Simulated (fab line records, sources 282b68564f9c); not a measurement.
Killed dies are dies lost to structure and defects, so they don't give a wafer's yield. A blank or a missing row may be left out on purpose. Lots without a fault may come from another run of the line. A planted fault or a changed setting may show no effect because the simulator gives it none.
A struck lot beside a sound one | flow rit_cmos | 18 steps out of a route of 202
Sound: wafers L112.1, L112.3, L112.5. Struck: wafers L107.3, L107.4, L107.6. The cause comes at the end.
At each step with rows: each side's tool, then ch and its chambers, then its first start. Under that, the readings that differ: sound wafers | struck wafers | difference of the means | sigmas: that difference in standard deviations of wafers without a fault.
alike: readings whose means differ by less than 2 such deviations, and words and numbers that are the same on both sides. not compared: withheld readings, readings that some wafer has no value for, bounds like >300 that may hide the same value, and numbers for which the record gives no deviation and whose values overlap.
The two part at a step that has a row with sigmas, a row that says differs or no value, or rows on one side only. Numbers that don't overlap but have no deviation are shown without sigmas and don't part them. A reading that every wafer of one side lacks parts them only if that side has two wafers or more.

first, 2 steps without rows for these wafers: RIT_ACTIVE_CLEAN_17 (cleans in SC2, time 600 s); RIT_FOX1_OXIDATION_00 (target thk 350.7 nm, ox time 1130 s).
RIT_FOX1_THK_MEAS_01:
  sound on film_metro-04, day 5 07:57; struck on film_metro-04, day 4 08:32
  alike: FOX1_OXIDE_THK
then, 2 steps without rows for these wafers: RIT_FOX1_WET_ETCH_02 (etches SiO2 in BOE, target depth 350 nm, time 390 s); RIT_FOX2_OXIDATION_00 (target thk 350.7 nm, ox time 1130 s).
RIT_FOX2_THK_MEAS_01:
  sound on film_metro-01, day 5 09:26; struck on film_metro-02, day 4 11:53
  reading             | sound       | struck      | difference | sigmas
  FOX2_OXIDE_THK (nm) | 328 327 329 | 341 344 344 | +15        | +2
then, 2 steps without rows for these wafers: RIT_FOX2_CLEAN_02 (cleans in dHF, time 180 s); RIT_FOX2_WET_ETCH_03 (etches Si3N4 in H3PO4, target depth 195 nm, time 2700 s).
RIT_FOX2_THK_MEAS_90:
  sound on film_metro-04, day 5 10:19; struck on film_metro-01, day 4 12:50
  reading                     | sound       | struck      | difference | sigmas
  FIELD_OXIDE_LEFT_1_THK (nm) | 302 301 303 | 315 317 317 | +14        | +2
then, 3 steps without rows for these wafers: RIT_NWELL_HMDS_00 (prime time 60 s); RIT_NWELL_COAT_01 (resist thk 1300 nm); RIT_NWELL_SOFTBAKE_02 (time 60 s).
RIT_NWELL_EXPOSE_03: exposes mask M2, target cd 43900 nm.
  sound on iline_stepper-02 ch 0, day 5 10:58; struck on iline_stepper-01 ch 0, day 4 13:29
  reading                       | sound             | struck               | difference | sigmas
  model.NWELL.overlay_x_nm (nm) | 0.804 0.804 0.804 | -181.8 -181.8 -181.8 | -182.6     |
  alike: mask, focus_offset_nm
then, 2 steps without rows for these wafers: RIT_NWELL_PEB_04; RIT_NWELL_DEVELOP_05 (develop time 68 s).
RIT_NWELL_OVL_MEAS_06:
  sound on overlay-02, day 5 11:23; struck on overlay-02, day 4 13:53
  reading        | sound        | struck               | difference | sigmas
  NWELL_OVL (nm) | 0.4 1.5 -0.9 | -181.1 -182.8 -182.8 | -182.6     | -99 or more
then, 1 step without rows for these wafers: RIT_NWELL_HARDBAKE_07 (time 120 s).
RIT_M1_PROBE_99:
  sound on prober-01, day 7 01:02; struck on prober-02, day 6 05:40
  reading                                 | sound             | struck          | difference | sigmas
  model.etest.well_edge_right.line_ohm_um | 182.3 180.9 179.8 | 192.3 195.8 193 | +12.7      |
  model.etest.well_edge_left.line_ohm_um  | 180.7 183.5 184.1 | 174 175.9 178.4 | -7         |
  alike: killed_at_contacts, killed_at_front_end, killed_dies, killed_on_rim, killed_open, killed_short

WHERE THEY PART
First at RIT_FOX2_THK_MEAS_01; last, within this record, at RIT_NWELL_OVL_MEAS_06. Later steps at which nothing parts them and some readings are alike: RIT_M1_PROBE_99.

WHY: what the simulator had put in
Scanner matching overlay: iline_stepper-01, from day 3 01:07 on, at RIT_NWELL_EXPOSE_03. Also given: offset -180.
